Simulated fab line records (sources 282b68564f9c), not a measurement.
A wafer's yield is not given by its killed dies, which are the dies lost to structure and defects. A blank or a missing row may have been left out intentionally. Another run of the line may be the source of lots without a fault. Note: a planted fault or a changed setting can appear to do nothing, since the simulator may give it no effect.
fab line records || flow rit_cmos
record {"lots": 14, "wafers": 42, "last_day": 7}
route steps=202 shown PWELL@44
lots that met no fault: taken from a fault-free run of the same line
start_h: hours from the record's first day to the start of the lot's first wafer shown || wait_h: how many hours have passed since the lot's step before this one || " same as the row above || L1.1+2: one row covering several wafers at once || - no value, or no start was given || * or withheld: withheld || < > ~ a bound
route shown NAME@n: names a module that has steps shown in the file, with the first one's number in the route || usual: mean/standard deviation of fault-free wafers || same: alike in all rows || chamber/n: place in a boat || sites: the reading at each site || _std_site: standard deviation of those values || _edge_site: the outer-site mean with the inner-site mean subtracted || radius_mm: how far each site lies from the wafer's centre || mask NAME#n: copy n || behind: the last tool/chamber to shape the wafer || hold: the reason the lot was held/the length of the hold in hours/how it ended || device: whichever transistor did not switch (one of n, p or np) || end of line: tests run on the same wafers once the route is complete || a step with no rows: only its recipe || killed: not the wafer's yield, but the dies lost to structure and defects at the first sort || map: dies across one wafer; x = killed, . = not, _ = none there
set.NAME: the setting that was run; set.NAME@STEP: the one run at that earlier step || model.NAME: the simulator's own value behind a step, which no gauge read
the route's steps for a sample of lots (tables are steps, rows are wafers)
## steps
# step RIT_PWELL_DEVELOP_05
# recipe {"resist": "NOVOLAK", "develop_time_s": 68, "dev_temp_c": 23}
# usual {"chill_plate_temp_C": "23.02/0.11", "develop_time_s": "68/0"}
{"lot.wafer": "L905.1", "tool": "litho_track-01", "chamber": 0, "start_h": 23, "wait_h": "-", "chill_plate_temp_C": 22.96, "develop_time_s": 68}
{"lot.wafer": "L905.4", "tool": "litho_track-01", "chamber": 0, "start_h": 24, "wait_h": "-", "chill_plate_temp_C": 23.16, "develop_time_s": 68}
{"lot.wafer": "L905.5", "tool": "litho_track-01", "chamber": 0, "start_h": 24, "wait_h": "-", "chill_plate_temp_C": 23.10, "develop_time_s": 68}
{"lot.wafer": "L907.1", "tool": "litho_track-04", "chamber": 0, "start_h": 34, "wait_h": "-", "chill_plate_temp_C": 23.10, "develop_time_s": 68}
{"lot.wafer": "L907.2", "tool": "litho_track-04", "chamber": 0, "start_h": 34, "wait_h": "-", "chill_plate_temp_C": 23.26, "develop_time_s": 68}
{"lot.wafer": "L907.4", "tool": "litho_track-04", "chamber": 0, "start_h": 34, "wait_h": "-", "chill_plate_temp_C": 23.26, "develop_time_s": 68}
{"lot.wafer": "L908.2", "tool": "litho_track-04", "chamber": 0, "start_h": 38, "wait_h": "-", "chill_plate_temp_C": 23.16, "develop_time_s": 68}
{"lot.wafer": "L908.3", "tool": "litho_track-04", "chamber": 0, "start_h": 38, "wait_h": "-", "chill_plate_temp_C": 23.08, "develop_time_s": 68}
{"lot.wafer": "L908.5", "tool": "litho_track-04", "chamber": 0, "start_h": 38, "wait_h": "-", "chill_plate_temp_C": 23.00, "develop_time_s": 68}
{"lot.wafer": "L909.1", "tool": "litho_track-04", "chamber": 0, "start_h": 43, "wait_h": "-", "chill_plate_temp_C": 23.07, "develop_time_s": 68}
{"lot.wafer": "L909.5", "tool": "litho_track-04", "chamber": 0, "start_h": 43, "wait_h": "-", "chill_plate_temp_C": 22.93, "develop_time_s": 68}
{"lot.wafer": "L909.6", "tool": "litho_track-04", "chamber": 0, "start_h": 43, "wait_h": "-", "chill_plate_temp_C": 23.17, "develop_time_s": 68}
{"lot.wafer": "L911.1", "tool": "litho_track-02", "chamber": 0, "start_h": 53, "wait_h": "-", "chill_plate_temp_C": 23.02, "develop_time_s": 68}
{"lot.wafer": "L911.3", "tool": "litho_track-02", "chamber": 0, "start_h": 53, "wait_h": "-", "chill_plate_temp_C": 23.04, "develop_time_s": 68}
{"lot.wafer": "L911.6", "tool": "litho_track-02", "chamber": 0, "start_h": 53, "wait_h": "-", "chill_plate_temp_C": 23.17, "develop_time_s": 68}
{"lot.wafer": "L912.1", "tool": "litho_track-04", "chamber": 0, "start_h": 58, "wait_h": "-", "chill_plate_temp_C": 22.95, "develop_time_s": 68}
{"lot.wafer": "L912.5", "tool": "litho_track-04", "chamber": 0, "start_h": 58, "wait_h": "-", "chill_plate_temp_C": 22.94, "develop_time_s": 68}
{"lot.wafer": "L912.6", "tool": "litho_track-04", "chamber": 0, "start_h": 58, "wait_h": "-", "chill_plate_temp_C": 22.95, "develop_time_s": 68}
{"lot.wafer": "L913.2", "tool": "litho_track-01", "chamber": 0, "start_h": 63, "wait_h": "-", "chill_plate_temp_C": 22.99, "develop_time_s": 68}
{"lot.wafer": "L913.4", "tool": "litho_track-01", "chamber": 0, "start_h": 63, "wait_h": "-", "chill_plate_temp_C": 23.07, "develop_time_s": 68}
{"lot.wafer": "L913.5", "tool": "litho_track-01", "chamber": 0, "start_h": 63, "wait_h": "-", "chill_plate_temp_C": 22.93, "develop_time_s": 68}
{"lot.wafer": "L915.2", "tool": "litho_track-04", "chamber": 0, "start_h": 78, "wait_h": "-", "chill_plate_temp_C": 22.97, "develop_time_s": 68}
{"lot.wafer": "L915.3", "tool": "litho_track-04", "chamber": 0, "start_h": 78, "wait_h": "-", "chill_plate_temp_C": 22.98, "develop_time_s": 68}
{"lot.wafer": "L915.4", "tool": "litho_track-04", "chamber": 0, "start_h": 78, "wait_h": "-", "chill_plate_temp_C": 22.95, "develop_time_s": 68}
{"lot.wafer": "L919.1", "tool": "litho_track-01", "chamber": 0, "start_h": 95, "wait_h": "-", "chill_plate_temp_C": 23.08, "develop_time_s": 68}
{"lot.wafer": "L919.5", "tool": "litho_track-01", "chamber": 0, "start_h": 95, "wait_h": "-", "chill_plate_temp_C": 23.14, "develop_time_s": 68}
{"lot.wafer": "L919.6", "tool": "litho_track-01", "chamber": 0, "start_h": 95, "wait_h": "-", "chill_plate_temp_C": 23.04, "develop_time_s": 68}
{"lot.wafer": "L920.1", "tool": "litho_track-02", "chamber": "-", "start_h": 98, "wait_h": "-", "chill_plate_temp_C": "-", "develop_time_s": "-"}
{"lot.wafer": "L920.4", "tool": "litho_track-02", "chamber": "-", "start_h": 98, "wait_h": "-", "chill_plate_temp_C": "-", "develop_time_s": "-"}
{"lot.wafer": "L920.5", "tool": "litho_track-02", "chamber": "-", "start_h": 98, "wait_h": "-", "chill_plate_temp_C": "-", "develop_time_s": "-"}
{"lot.wafer": "L921.2", "tool": "litho_track-01", "chamber": "-", "start_h": 103, "wait_h": "-", "chill_plate_temp_C": "-", "develop_time_s": "-"}
{"lot.wafer": "L921.3", "tool": "litho_track-01", "chamber": "-", "start_h": 103, "wait_h": "-", "chill_plate_temp_C": "-", "develop_time_s": "-"}
{"lot.wafer": "L921.4", "tool": "litho_track-01", "chamber": "-", "start_h": 103, "wait_h": "-", "chill_plate_temp_C": "-", "develop_time_s": "-"}
{"lot.wafer": "L922.3", "tool": "litho_track-01", "chamber": 0, "start_h": 109, "wait_h": "-", "chill_plate_temp_C": 23.03, "develop_time_s": 68}
{"lot.wafer": "L922.5", "tool": "litho_track-01", "chamber": 0, "start_h": 109, "wait_h": "-", "chill_plate_temp_C": 22.91, "develop_time_s": 68}
{"lot.wafer": "L922.6", "tool": "litho_track-01", "chamber": 0, "start_h": 109, "wait_h": "-", "chill_plate_temp_C": 23.09, "develop_time_s": 68}
{"lot.wafer": "L927.1", "tool": "litho_track-01", "chamber": 0, "start_h": 133, "wait_h": "-", "chill_plate_temp_C": 22.92, "develop_time_s": 68}
{"lot.wafer": "L927.3", "tool": "litho_track-01", "chamber": 0, "start_h": 133, "wait_h": "-", "chill_plate_temp_C": 23.04, "develop_time_s": 68}
{"lot.wafer": "L927.4", "tool": "litho_track-01", "chamber": 0, "start_h": 134, "wait_h": "-", "chill_plate_temp_C": 22.89, "develop_time_s": 68}
{"lot.wafer": "L928.4", "tool": "litho_track-04", "chamber": 0, "start_h": 137, "wait_h": "-", "chill_plate_temp_C": 22.89, "develop_time_s": 68}
{"lot.wafer": "L928.5", "tool": "litho_track-04", "chamber": 0, "start_h": 137, "wait_h": "-", "chill_plate_temp_C": 23.07, "develop_time_s": 68}
{"lot.wafer": "L928.6", "tool": "litho_track-04", "chamber": 0, "start_h": 137, "wait_h": "-", "chill_plate_temp_C": 22.98, "develop_time_s": 68}
## key
first_sign {"step": "RIT_PWELL_DEVELOP_05", "reading": "tool_record", "direction": "missing"}
effect none on later readings
met_at RIT_PWELL_DEVELOP_05
struck_lots L920,L921
sort_left_out L920.1,L920.4,L920.5,L921.2,L921.3,L921.4
tester_left_out L920,L921
onset_between 95 98
fault {"kind": "skipped_step_whole", "tool": "litho_track-01,litho_track-02", "chamber": "-", "onset_h": 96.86, "steps": "RIT_PWELL_DEVELOP_05", "scope": "struck_lots_only"}
# tester_left_out: of these lots the tester's yield and bins aren't shown, on N5 and GAA mostly nor the transistor test; their killed dies are dies lost to structure and defects alone, not to doping, threshold or leakage, so they don't give the yield
# sort_left_out: the simulated sort isn't trusted on such a fault, so these wafers' sort isn't shown, and their yield isn't known
